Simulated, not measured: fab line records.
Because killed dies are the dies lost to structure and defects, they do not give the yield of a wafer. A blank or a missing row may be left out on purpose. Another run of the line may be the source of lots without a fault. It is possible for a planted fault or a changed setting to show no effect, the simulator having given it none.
Code-filled problem report in 8D (eight disciplines) form    flow rit-cmos    the parts of the form that need people (team, actions taken, sign-off) are left out

== 1. PROBLEM STATEMENT ==
Wafers without a fault read 34.56 W, standard deviation 0.053; heater-power-total-W at RIT_PLDD_SOFTBAKE_02 reads a mean of 33.43 W on 6 wafers belonging to 2 lots. That is -21 standard deviations from the usual mean.
The step: time 60 s.
First observed at day 4 08:31: wafer L459.2, on litho-track-02. The record has a number at this step for 18 wafers belonging to 6 lots. Rule for "out" (also "out of limits"): further than 4 standard deviations from the usual mean. The other wafers with a number count as sound.

== 2. WHAT IT IS AND WHAT IT IS NOT ==
question                     is                                  is not
which readings at this step  heater-power-total-W, plate-temp-C  -
which lots                   L459, L464                          L455, L467, L468, L474
which wafers of those lots   all that have a number              -
read on which tools          litho-track-02                      litho-track-01, litho-track-03
when                         from day 4 08:31                    up to then (3 sound wafers); but 9 sound wafers of L467, L468, L474 came after

== 3. THE SUSPECTS, EACH WITH WHAT RULES IT OUT ==
Counting: a tool at a process step up to the reading stays a suspect if it ran every lot that is out and no sound lot after the first of them.
- plasma-asher-04 at RIT_NLDD_STRIP_09 (strips in O2, time 180 s): ruled out as a lasting fault. Following L459 (day 4 07:57), the first lot on it that is out, the sound lots L467 were run on it.
- litho-track-02 at RIT_PLDD_SOFTBAKE_02 (time 60 s): kept. It ran every lot that is out, first L459 (day 4 08:31), and no sound lot after that; its last sound lot up to then is L455 (day 3 10:25). Its own readings are out on those wafers: heater-power-total-W, plate-temp-C.
The count leaves litho-track-02 at RIT_PLDD_SOFTBAKE_02.

== 4. THE CAUSE (what the simulator had put in) ==
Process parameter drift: litho-track-02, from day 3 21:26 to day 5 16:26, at RIT_PLDD_SOFTBAKE_02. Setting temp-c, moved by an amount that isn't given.
The count eliminated every tool but this one.

== 5. SEQUENCE OF EFFECTS, ordered by route ==
One row per reading whose mean, taken over the struck wafers that have a number, lies over 3 standard deviations from the usual. Only readings whose record carries a usual standard deviation are examined. hours: median over the lots of the time between each lot's start at the first step of this table that gives one and its start at this step. sigmas: the change, counted in usual standard deviations.
hours  step                  reading               usual    on struck wafers  change  sigmas
0      RIT_PLDD_SOFTBAKE_02  heater-power-total-W  34.56 W  33.43             -1.13   -21
0      RIT_PLDD_SOFTBAKE_02  plate-temp-C          90.00 C  87.86             -2.14   -16
Its process steps:
- RIT_PLDD_SOFTBAKE_02: time 60 s.
Later measuring or inspecting steps at which every struck wafer that the step has a row for has a number for every such reading, and none has moved that far: RIT_PLDD_OVL_MEAS_06.

== 6. HOW IT WOULD HAVE BEEN CAUGHT EARLIER ==
First out-of-limits reading in this record: day 4 08:31, which is 11 hours after fault onset at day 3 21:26.
